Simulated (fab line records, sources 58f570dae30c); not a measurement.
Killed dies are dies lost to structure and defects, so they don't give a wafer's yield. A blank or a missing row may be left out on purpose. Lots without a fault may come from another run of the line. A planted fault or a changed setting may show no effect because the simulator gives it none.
fab line records | flow berkeley_cmos170
record lots=5 wafers=15 last_day=9
route steps=331 shown ACTIVE@70 PFIELD@79 FIELD@89 SACOX@97 SCREENOX@100
lots that met no fault: from a run of the same line without faults
start_h: hours from the record's first day to the start of the lot's first wafer shown | wait_h: hours since the lot's step before | " the same as in the row above | L1.1+2: a row that stands for several wafers | - no value, or no start given | * or withheld: withheld | < > ~ a bound
route shown NAME@n: a module of which the file shows steps, and the number in the route of the first | usual: mean/standard deviation of fault-free wafers | same: alike in all rows | chamber/n: place in a boat | sites: the reading at each site | _std_site: their standard deviation | _edge_site: outer sites' mean less inner sites' | radius_mm: how far each site lies from the wafer's centre | mask NAME#n: copy n | behind: the tool/chamber that last shaped the wafer | hold: why the lot was held/for how many hours/how that ended | device: the transistor (n, p or np) that didn't switch | end of line: the same wafers' tests at the end of the route | a step without rows: its recipe alone | killed: dies lost to structure and defects at the first sort, not the wafer's yield | map: a wafer's dies, x killed, . not, _ none there
set.NAME: the setting as run; set.NAME@STEP: as run at that earlier step | model.NAME: the simulator's own value behind a step, which no gauge read
lots at some steps of the route; a table a step, a row a wafer
services: from which hour (start_h, from the record's first day; less than 0 if before it) a tool's chamber was out of use, for how many hours, and why
## steps
# step UCB170_ACTIVE_EXPOSE_10
# recipe mask_id=ACTIVE target_cd_nm=1200 na=0.5 sigma_outer=0.6 source_shape=conventional dose_mj=20.44
# columns lot.wafer tool chamber start_h wait_h mask
L077.1+5+6 krf_scanner-02 0 87.90 0.4 ACTIVE#0
L078.2+4+5 krf_scanner-01 0 99.18 0.2 ACTIVE#0
L084.1+2+4 krf_scanner-02 0 122.93 0.2 ACTIVE#0
L083.3+4+6 krf_scanner-01 0 123.21 0.5 ACTIVE#0
L085.2+3+6 krf_scanner-02 0 130.71 0.2 ACTIVE#0
# step UCB170_ACTIVE_PEB_11
# recipe peb_temp_c=130 peb_time_s=withheld resist=KrF
# usual resist_line_temp_C=22.99/0.12
# columns lot.wafer tool chamber start_h wait_h resist_line_temp_C
L077.1 litho_track-01 0 88.02 0.1 22.95
L077.5 " 0 " " 22.95
L077.6 " 0 " " 23.05
L078.2 litho_track-01 0 99.52 0.3 23.09
L078.4 " 0 " " 22.91
L078.5 " 0 " " 23.05
L084.1 litho_track-02 0 123.05 0.1 22.81
L084.2 " 0 " " 22.89
L084.4 " 0 " " 22.89
L083.3 litho_track-01 0 123.34 0.1 23.20
L083.4 " 0 " " 22.97
L083.6 " 0 " " 23.11
L085.2 litho_track-01 0 131.42 0.7 23.05
L085.3 " 0 " " 22.88
L085.6 " 0 " " 22.91
# step UCB170_ACTIVE_DEVELOP_12
# recipe developer=TMAH develop_time_s=45 resist=KrF dev_temp_c=21
# usual resist_line_temp_C=23.02/0.098
# columns lot.wafer tool chamber start_h wait_h resist_line_temp_C
L077.1 litho_track-01 0 - - 23.18
L077.5 " 0 " " 22.97
L077.6 " 0 " " 23.01
L078.2 litho_track-01 0 - - 22.92
L078.4 " 0 " " 23.22
L078.5 " 0 " " 22.92
L084.1 litho_track-02 0 - - 22.85
L084.2 " 0 " " 23.00
L084.4 " 0 " " 23.01
L083.3 litho_track-01 0 - - 23.07
L083.4 " 0 " " 23.02
L083.6 " 0 " " 23.00
L085.2 litho_track-01 0 - - 23.14
L085.3 " 0 " " 23.06
L085.6 " 0 " " 23.07
# step UCB170_ACTIVE_CD_MEAS_13
# recipe target_cd_nm=1200
# usual cd_nm=1199.7/1.3
# columns lot.wafer tool chamber start_h wait_h cd_nm
L077.1 cd_sem-02 - 88.41 - 1201.1
L077.5 " - " " 1201.1
L077.6 " - " " 1199.4
L078.2 cd_sem-01 - 99.84 - 1197.2
L078.4 " - " " 1197.3
L078.5 " - " " 1196.8
L084.1 cd_sem-01 - 123.32 - 1200.9
L084.2 " - " " 1200.2
L084.4 " - " " 1199.2
L083.3 cd_sem-02 - 123.60 - 1200.7
L083.4 " - " " 1199.5
L083.6 " - " " 1200.1
L085.2 cd_sem-02 - 131.69 - 1200.1
L085.3 " - " " 1200.2
L085.6 " - " " 1200.9
# step UCB170_ACTIVE_OVL_MEAS_14
# usual ACTIVE_OVL=0/5.4
# columns lot.wafer tool chamber start_h wait_h ACTIVE_OVL[nm]
L077.1 overlay-01 - 88.53 0.1 5
L077.5 " - " " 3
L077.6 " - " " 1
L078.2 overlay-02 - 99.94 0.1 1
L078.4 " - " " 1
L078.5 " - " " -3
L084.1 overlay-02 - 123.44 0.1 -5
L084.2 " - " " -2
L084.4 " - " " 0
L083.3 overlay-01 - 123.69 0.1 5
L083.4 " - " " 4
L083.6 " - " " 3
L085.2 overlay-01 - 131.79 0.1 -8
L085.3 " - " " 1
L085.6 " - " " 1
# step UCB170_ACTIVE_ETCH_15
# recipe chemistry=CH3F/Ar/O2 target=Si3N4 stop_on=SiO2 CH3F_flow_sccm=20 Ar_flow_sccm=50 O2_flow_sccm=7 pressure_mtorr=50 rf_w=450 target_depth_a=2420 over_etch_frac=0.1 time_s=151
# usual O2_flow_sccm=6.998/0.019 drypump_motor_current_A=5.6/0.38 oes_product_au=0.940/0.013 throttle_valve_pct=8.01/0.12
# columns lot.wafer tool chamber start_h wait_h O2_flow_sccm drypump_motor_current_A oes_product_au rf_hours_counter_h throttle_valve_pct
L077.1 rie_diel-04 1 88.57 0.0 7.017 5.8 0.922 131 8.25
L077.5 " 0 " " 7.005 5.9 0.934 - 8.02
L077.6 " 3 " " 7.007 5.1 0.944 - 7.95
L078.2 rie_diel-01 1 99.97 0.0 6.990 5.5 0.948 83 7.91
L078.4 " 0 " " 7.033 5.3 0.967 - 8.05
L078.5 " 1 " " 6.997 5.5 0.949 - 7.89
L084.1 rie_diel-01 1 123.48 0.0 7.021 5.5 0.944 84 7.91
L084.2 " 2 " " 6.998 5.9 0.944 1 8.09
L084.4 " 0 " " 7.026 5.3 0.969 132 8.03
L083.3 rie_diel-02 0 123.72 0.0 7.016 5.5 0.938 129 8.18
L083.4 " 3 " " 6.994 5.5 0.938 117 8.04
L083.6 " 0 " " 7.009 5.5 0.929 - 8.16
L085.2 rie_diel-01 3 131.82 0.0 6.966 5.5 0.938 133 7.80
L085.3 " 2 " " 7.018 6.0 0.940 1 8.09
L085.6 " 1 " " 6.976 5.5 0.940 - 7.93
# step UCB170_ACTIVE_STRIP_16
# recipe chemistry=O2 power_w=400 pressure_mtorr=3500 platen_temp_c=withheld o2_flow_sccm=400 overash_fraction=0.5
# usual drypump_motor_current_A=5.5/0.44 oes_product_au=0.721/0.0043 strip_time_to_endpoint_s=18.09/0.081
# columns lot.wafer tool chamber start_h wait_h drypump_motor_current_A oes_product_au rf_hours_counter_h strip_time_to_endpoint_s
L077.1 plasma_asher-03 1 88.67 0.1 4.9 0.715 35 18.15
L077.5 " 0 " " 5.6 0.722 - 18.17
L077.6 " 1 " " 4.9 0.730 - 18.14
L078.2 plasma_asher-03 0 100.07 0.1 5.7 0.724 36 18.12
L078.4 " 1 " " 4.9 0.723 - 18.08
L078.5 " 0 " " 5.7 0.719 - 18.14
L084.1 plasma_asher-01 1 123.58 0.1 5.4 0.723 1 18.24
L084.2 " 0 " " 5.2 0.720 1 18.12
L084.4 " 1 " " 5.4 0.719 - 18.11
L083.3 plasma_asher-04 0 123.85 0.1 5.3 0.723 - 18.24
L083.4 " 1 " " 6.3 0.717 - 18.02
L083.6 " 1 " " 6.4 0.717 - 18.17
L085.2 plasma_asher-03 1 131.92 0.1 4.9 0.719 40 18.09
L085.3 " 1 " " 4.9 0.723 - 18.02
L085.6 " 0 " " 5.6 0.727 - 18.10
# step UCB170_ACTIVE_CD_MEAS_90
# recipe target_cd_nm=1200
# usual cd_nm=1199.7/1.4
# columns lot.wafer tool chamber start_h wait_h cd_nm
L077.1 cd_sem-02 - 89.01 0.3 1201.1
L077.5 " - " " 1200.8
L077.6 " - " " 1200.1
L078.2 cd_sem-02 - 100.19 0.1 1197.1
L078.4 " - " " 1197.4
L078.5 " - " " 1196.5
L084.1 cd_sem-01 - 123.68 0.1 1200.8
L084.2 " - " " 1200.1
L084.4 " - " " 1199.3
L083.3 cd_sem-02 - 123.96 0.1 1201.1
L083.4 " - " " 1199.3
L083.6 " - " " 1199.8
L085.2 cd_sem-02 - 132.04 0.1 1200.1
L085.3 " - " " 1200.1
L085.6 " - " " 1200.8
# step UCB170_ACTIVE_CLEAN_17
# recipe chemistry=SPM temp_c=120 time_s=600
# usual bath_guard_temp_C=120.1/0.56
# columns lot.wafer tool chamber start_h wait_h bath_guard_temp_C
L077.1 wet_bench-02 1 91.03 2.0 119.4
L077.5 " 1 " " 119.5
L077.6 " 1 " " 119.6
L078.2 wet_bench-02 1 100.29 0.1 119.5
L078.4 " 1 " " 119.7
L078.5 " 1 " " 119.6
L084.1 wet_bench-03 1 123.82 0.1 119.6
L084.2 " 1 " " 119.9
L084.4 " 1 " " 119.6
L083.3 wet_bench-03 1 124.17 0.2 120.0
L083.4 " 1 " " 119.8
L083.6 " 1 " " 119.5
L085.2 wet_bench-01 3 132.14 0.1 120.5
L085.3 " 3 " " 120.2
L085.6 " 3 " " 120.3
# step UCB170_PFIELD_HMDS_00
# recipe prime_time_s=60 prime_temp_c=100
# usual resist_line_temp_C=23.01/0.11
# columns lot.wafer tool chamber start_h wait_h resist_line_temp_C
L077.1 litho_track-04 0 91.65 0.4 23.08
L077.5 " 0 " " 23.23
L077.6 " 0 " " 23.13
L078.2 litho_track-02 0 100.49 0.0 22.99
L078.4 " 0 " " 22.88
L078.5 " 0 " " 22.84
L084.1 litho_track-03 0 124.00 0.0 23.12
L084.2 " 0 " " 23.01
L084.4 " 0 " " 23.00
L083.3 litho_track-04 0 124.40 0.1 23.10
L083.4 " 0 " " 23.23
L083.6 " 0 " " 23.08
L085.2 litho_track-02 0 132.57 0.2 23.02
L085.3 " 0 " " 23.00
L085.6 " 0 " " 22.91
# step UCB170_PFIELD_COAT_01
# recipe resist=KrF spin_rpm=1500 resist_thk_nm=900
# usual resist_line_temp_C=22.98/0.11
# columns lot.wafer tool chamber start_h wait_h resist_line_temp_C
L077.1 litho_track-04 0 91.80 0.1 23.01
L077.5 " 0 " " 22.86
L077.6 " 0 " " 22.88
L078.2 litho_track-02 0 100.64 0.1 22.89
L078.4 " 0 " " 23.00
L078.5 " 0 " " 22.96
L084.1 litho_track-03 0 124.15 0.1 22.90
L084.2 " 0 " " 22.78
L084.4 " 0 " " 22.95
L083.3 litho_track-04 0 124.55 0.1 23.02
L083.4 " 0 " " 22.81
L083.6 " 0 " " 22.88
L085.2 litho_track-02 0 132.72 0.1 23.11
L085.3 " 0 " " 23.12
L085.6 " 0 " " 23.02
# step UCB170_PFIELD_SOFTBAKE_02
# recipe resist=KrF temp_c=130 time_s=60
# usual resist_line_temp_C=22.99/0.1
# columns lot.wafer tool chamber start_h wait_h resist_line_temp_C
L077.1 litho_track-04 0 91.95 0.1 23.11
L077.5 " 0 " " 23.28
L077.6 " 0 " " 23.02
L078.2 litho_track-02 0 100.79 0.1 22.85
L078.4 " 0 " " 23.05
L078.5 " 0 " " 23.07
L084.1 litho_track-03 0 124.30 0.1 22.92
L084.2 " 0 " " 22.91
L084.4 " 0 " " 22.79
L083.3 litho_track-04 0 124.70 0.1 22.96
L083.4 " 0 " " 23.00
L083.6 " 0 " " 22.95
L085.2 litho_track-02 0 132.87 0.1 23.22
L085.3 " 0 " " 23.16
L085.6 " 0 " " 22.94
# step UCB170_PFIELD_EXPOSE_03
# recipe mask_id=PFIELD na=0.5 sigma_outer=0.6 source_shape=conventional target_cd_nm=1500 dose_mj=30
# columns lot.wafer tool chamber start_h wait_h mask
L077.1+5+6 krf_scanner-01 0 92.33 0.4 PFIELD#0
L078.2+4+5 krf_scanner-02 0 101.06 0.2 PFIELD#0
L084.1+2+4 krf_scanner-01 0 124.57 0.2 PFIELD#0
L083.3+4+6 krf_scanner-02 0 124.96 0.2 PFIELD#0
L085.2+3+6 krf_scanner-01 0 133.15 0.3 PFIELD#0
# step UCB170_PFIELD_PEB_04
# recipe peb_temp_c=130 peb_time_s=withheld resist=KrF
# usual resist_line_temp_C=23.02/0.1
# columns lot.wafer tool chamber start_h wait_h resist_line_temp_C
L077.1 litho_track-04 0 92.82 0.5 22.86
L077.5 " 0 " " 22.83
L077.6 " 0 " " 22.99
L078.2 litho_track-02 0 101.22 0.1 23.07
L078.4 " 0 " " 22.97
L078.5 " 0 " " 22.99
L084.1 litho_track-04 0 124.80 0.2 22.95
L084.2 " 0 " " 23.03
L084.4 " 0 " " 23.06
L083.3 litho_track-02 0 125.09 0.1 22.76
L083.4 " 0 " " 23.04
L083.6 " 0 " " 22.77
L085.2 litho_track-02 0 133.47 0.3 23.00
L085.3 " 0 " " 22.91
L085.6 " 0 " " 23.06
# step UCB170_PFIELD_DEVELOP_05
# recipe developer=TMAH develop_time_s=45 resist=KrF dev_temp_c=21
# usual resist_line_temp_C=22.97/0.098
# columns lot.wafer tool chamber start_h wait_h resist_line_temp_C
L077.1 litho_track-04 0 - - 23.22
L077.5 " 0 " " 23.18
L077.6 " 0 " " 23.06
L078.2 litho_track-02 0 - - 23.12
L078.4 " 0 " " 23.07
L078.5 " 0 " " 22.90
L084.1 litho_track-04 0 - - 23.07
L084.2 " 0 " " 23.26
L084.4 " 0 " " 23.14
L083.3 litho_track-02 0 - - 22.99
L083.4 " 0 " " 23.06
L083.6 " 0 " " 22.93
L085.2 litho_track-02 0 - - 22.81
L085.3 " 0 " " 22.90
L085.6 " 0 " " 22.88
# step UCB170_PFIELD_OVL_MEAS_06
# usual PFIELD_OVL=5/4.6
# columns lot.wafer tool chamber start_h wait_h PFIELD_OVL[nm]
L077.1 overlay-01 - 93.10 - 8
L077.5 " - " " 8
L077.6 " - " " 9
L078.2 overlay-02 - 101.47 - 3
L078.4 " - " " 7
L078.5 " - " " 8
L084.1 overlay-01 - 125.07 - 8
L084.2 " - " " 0
L084.4 " - " " 7
L083.3 overlay-02 - 125.33 - 8
L083.4 " - " " 7
L083.6 " - " " 6
L085.2 overlay-01 - 133.72 - 3
L085.3 " - " " 7
L085.6 " - " " 6
# step UCB170_PFIELD_IMPLANT_07
# recipe species=B dose_cm2=2e+13 energy_kev=80 tilt_deg=7
# columns lot.wafer tool chamber start_h wait_h
L077.1+5+6 implanter-02 0 93.13 0.0
L078.2+4+5 implanter-02 0 101.53 0.0
L084.1+2+4 implanter-01 0 125.11 0.0
L083.3+4+6 implanter-01 0 125.40 0.1
L085.2+3+6 implanter-02 0 133.78 0.0
# step UCB170_PFIELD_STRIP_08
# recipe chemistry=O2 power_w=400 pressure_mtorr=3500 platen_temp_c=withheld o2_flow_sccm=400 overash_fraction=0.5
# usual drypump_motor_current_A=5.4/0.41 oes_product_au=0.734/0.0044 strip_time_to_endpoint_s=21.65/0.073
# columns lot.wafer tool chamber start_h wait_h drypump_motor_current_A oes_product_au rf_hours_counter_h strip_time_to_endpoint_s
L077.1 plasma_asher-01 1 93.28 0.1 5.4 0.733 36 21.80
L077.5 " 1 " " 5.4 0.735 - 21.81
L077.6 " 0 " " 5.3 0.729 - 21.76
L078.2 plasma_asher-02 0 101.65 0.1 5.1 0.738 41 21.61
L078.4 " 1 " " 6.1 0.728 - 21.63
L078.5 " 0 " " 5.1 0.732 - 21.52
L084.1 plasma_asher-03 1 125.26 0.1 4.9 0.739 39 21.68
L084.2 " 0 " " 5.6 0.735 39 21.74
L084.4 " 0 " " 5.6 0.728 - 21.68
L083.3 plasma_asher-02 1 125.53 0.1 6.1 0.733 - 21.80
L083.4 " 0 " " 5.1 0.737 - 21.77
L083.6 " 0 " " 5.1 0.733 - 21.83
L085.2 plasma_asher-02 1 133.90 0.1 6.1 0.740 45 21.64
L085.3 " 0 " " 5.1 0.729 - 21.60
L085.6 " 1 " " 6.1 0.735 - 21.60
# step UCB170_PFIELD_TW_MEAS_09
# usual PFIELD_TW=601/3.5
# columns lot.wafer tool chamber start_h wait_h PFIELD_TW
L077.1 film_metro-02 - 93.38 0.1 606
L077.5 " - " " 601
L077.6 " - " " 603
L078.2 film_metro-02 - 101.76 0.1 604
L078.4 " - " " 604
L078.5 " - " " 600
L084.1 film_metro-04 - 125.36 0.1 597
L084.2 " - " " 597
L084.4 " - " " 595
L083.3 film_metro-03 - 125.62 0.1 603
L083.4 " - " " 603
L083.6 " - " " 606
L085.2 film_metro-04 - 134.01 0.1 597
L085.3 " - " " 595
L085.6 " - " " 595
# step UCB170_FIELD_CLEAN_00
# recipe chemistry=dHF dilution=25:1 time_s=7.5
# columns lot.wafer tool chamber start_h wait_h
L077.1+5+6 wet_bench-01 1 93.44 0.1
L078.2+4+5 wet_bench-02 2 101.97 0.2
L084.1+2+4 wet_bench-04 3 125.42 0.1
L083.3+4+6 wet_bench-04 0 125.66 0.0
L085.2+3+6 wet_bench-04 3 134.06 0.0
# step UCB170_FIELD_OXIDATION_01
# recipe temp_c=1000 ambient=H2O p_h2o_torr=584.62 target_thk_a=5583 ox_time_s=7200
# columns lot.wafer tool chamber start_h wait_h
L077.1+5+6 furnace-02 0 98.93 5.5
L078.2+4+5 furnace-03 0 105.68 3.7
L083.3+4+6 furnace-04 0 128.44 2.8
L084.1+2+4 furnace-04 0 128.44 3.0
L085.2+3+6 furnace-02 0 135.56 1.5
# step UCB170_FIELD_THK_MEAS_02
# recipe reads=SiO2_of_FIELD_OXIDATION_01
# usual FIELD_OXIDE_THK=560/13
# columns lot.wafer tool chamber start_h wait_h FIELD_OXIDE_THK[nm]
L077.1 film_metro-02 - 101.99 0.1 537
L077.5 " - " " 544
L077.6 " - " " 531
L078.2 film_metro-01 - 108.69 0.0 575
L078.4 " - " " 571
L078.5 " - " " 578
L084.1 film_metro-01 - 131.44 0.0 550
L084.2 " - " " 553
L084.4 " - " " 549
L083.3 film_metro-04 - 131.46 0.0 559
L083.4 " - " " 563
L083.6 " - " " 555
L085.2 film_metro-02 - 138.57 0.0 530
L085.3 " - " " 532
L085.6 " - " " 535
# step UCB170_FIELD_ANNEAL_03
# recipe temp_c=1000 time_s=1200 ambient=N2
# columns lot.wafer tool chamber start_h wait_h
L077.1+5+6 furnace-04 0 105.83 3.8
L078.2+4+5 furnace-02 0 109.43 0.7
L083.3+4+6 furnace-02 0 132.73 1.3
L084.1+2+4 furnace-02 0 132.73 1.3
L085.2+3+6 furnace-02 0 141.26 2.7
# step UCB170_FIELD_WET_ETCH_04
# recipe chemistry=dHF dilution=10:1 target=SiO2 temp_c=25 time_s=60
# columns lot.wafer tool chamber start_h wait_h
L077.1+5+6 wet_bench-04 0 107.38 0.2
L078.2+4+5 wet_bench-01 1 110.76 0.0
L083.3+4+6 wet_bench-04 3 134.07 0.0
L084.1+2+4 wet_bench-04 2 134.07 0.0
L085.2+3+6 wet_bench-04 2 142.60 0.0
# step UCB170_FIELD_WET_ETCH_05
# recipe chemistry=H3PO4 target=Si3N4 temp_c=160 time_s=12600
# usual bath_guard_temp_C=160.0/0.46
# columns lot.wafer tool chamber start_h wait_h bath_guard_temp_C
L077.1 wet_bench-04 0 107.43 0.0 159.5
L077.5 " 0 " " 159.6
L077.6 " 0 " " 159.9
L078.2 wet_bench-02 0 110.79 0.0 160.0
L078.4 " 0 " " 159.5
L078.5 " 0 " " 159.9
L083.3 wet_bench-04 2 134.10 0.0 160.4
L083.4 " 2 " " 160.0
L083.6 " 2 " " 160.1
L084.1 wet_bench-04 3 134.10 0.0 159.4
L084.2 " 3 " " 159.6
L084.4 " 3 " " 159.4
L085.2 wet_bench-02 2 142.62 0.0 160.9
L085.3 " 2 " " 160.9
L085.6 " 2 " " 161.0
# step UCB170_FIELD_WET_ETCH_06
# recipe chemistry=BOE dilution=5:1 target=SiO2 temp_c=25 time_s=22.83
# columns lot.wafer tool chamber start_h wait_h
L077.1+5+6 wet_bench-04 2 114.63 0.2
L078.2+4+5 wet_bench-04 0 114.63 0.0
L083.3+4+6 wet_bench-04 1 137.63 0.0
L084.1+2+4 wet_bench-04 3 137.63 0.0
L085.2+3+6 wet_bench-04 2 146.13 0.0
# step UCB170_FIELD_THK_MEAS_90
# recipe reads=SiO2_of_FIELD_OXIDATION_01
# usual FIELD_OXIDE_LEFT_1_THK=444/13
# columns lot.wafer tool chamber start_h wait_h FIELD_OXIDE_LEFT_1_THK[nm]
L077.1 film_metro-01 - 114.64 0.0 420
L077.5 " - " " 428
L077.6 " - " " 417
L078.2 film_metro-02 - 114.71 0.1 457
L078.4 " - " " 453
L078.5 " - " " 461
L084.1 film_metro-04 - 137.65 0.0 434
L084.2 " - " " 437
L084.4 " - " " 433
L083.3 film_metro-01 - 137.73 0.1 443
L083.4 " - " " 446
L083.6 " - " " 439
L085.2 film_metro-01 - 146.16 0.0 412
L085.3 " - " " 415
L085.6 " - " " 418
# step UCB170_SACOX_CLEAN_00
# recipe chemistry=dHF dilution=25:1 time_s=7.5
# columns lot.wafer tool chamber start_h wait_h
L077.1+5+6 wet_bench-04 1 114.82 0.2
L078.2+4+5 wet_bench-04 1 114.82 0.1
L083.3+4+6 wet_bench-04 1 137.82 0.1
L084.1+2+4 wet_bench-04 2 137.82 0.2
L085.2+3+6 wet_bench-01 1 146.21 0.0
# step UCB170_SACOX_OXIDATION_01
# recipe temp_c=900 ambient=O2 target_thk_a=144 ox_time_s=2400
# columns lot.wafer tool chamber start_h wait_h
L077.1+5+6 furnace-03 0 116.86 2.0
L078.2+4+5 furnace-03 0 116.86 2.0
L083.3+4+6 furnace-04 0 140.49 2.7
L084.1+2+4 furnace-04 0 140.49 2.7
L085.2+3+6 furnace-04 0 148.58 2.4
# step UCB170_SACOX_THK_MEAS_02
# recipe reads=SiO2_of_SACOX_OXIDATION_01
# usual SACOX_OXIDE_THK=14.43/0.25
# columns lot.wafer tool chamber start_h wait_h SACOX_OXIDE_THK[nm]
L077.1 film_metro-03 - 118.53 0.0 14.48
L077.5 " - " " 14.49
L077.6 " - " " 14.60
L078.2 film_metro-01 - 118.54 0.0 14.18
L078.4 " - " " 14.43
L078.5 " - " " 14.49
L084.1 film_metro-03 - 142.16 0.0 14.42
L084.2 " - " " 14.37
L084.4 " - " " 14.47
L083.3 film_metro-03 - 142.24 0.1 14.39
L083.4 " - " " 14.29
L083.6 " - " " 14.63
L085.2 film_metro-02 - 150.25 0.0 14.53
L085.3 " - " " 14.52
L085.6 " - " " 14.66
# step UCB170_SCREENOX_WET_ETCH_00
# recipe chemistry=dHF dilution=25:1 target=SiO2 temp_c=25 time_s=200
# columns lot.wafer tool chamber start_h wait_h
L077.1+5+6 wet_bench-04 0 118.59 0.1
L078.2+4+5 wet_bench-04 3 118.59 0.0
L084.1+2+4 wet_bench-04 3 142.22 0.1
L083.3+4+6 wet_bench-02 1 142.28 0.0
L085.2+3+6 wet_bench-04 0 150.30 0.0
## services
# columns tool chamber start_h hours kind
krf_scanner-01 - 63.99 - calibration
furnace-04 - 80.43 4.2 pm
rie_diel-01 2 83.89 - clean
rie_diel-01 2 83.89 21.2 scheduled_down
rie_diel-01 2 83.89 21.2 vent_cycle
furnace-04 - 89.17 3.0 pm
rie_diel-01 - 89.83 0.6 repair
implanter-02 - 97.07 1.0 repair
plasma_asher-01 - 98.02 2.8 pm
rie_diel-04 2 104.92 3.3 repair
plasma_asher-01 - 108.75 9.0 pm
plasma_asher-01 0 108.75 9.0 vent_cycle
plasma_asher-01 1 108.75 9.0 vent_cycle
rie_diel-02 - 110.13 2.8 pm
rie_diel-04 1 110.23 4.1 repair
plasma_asher-01 0 117.75 - clean
plasma_asher-01 1 117.75 - clean
krf_scanner-01 - 120.35 0.8 pm
rie_diel-02 1 124.55 2.5 repair
implanter-02 - 125.26 2.2 repair
rie_diel-01 3 145.47 6.0 repair
rie_diel-01 1 147.38 10.7 repair
## key
fault none
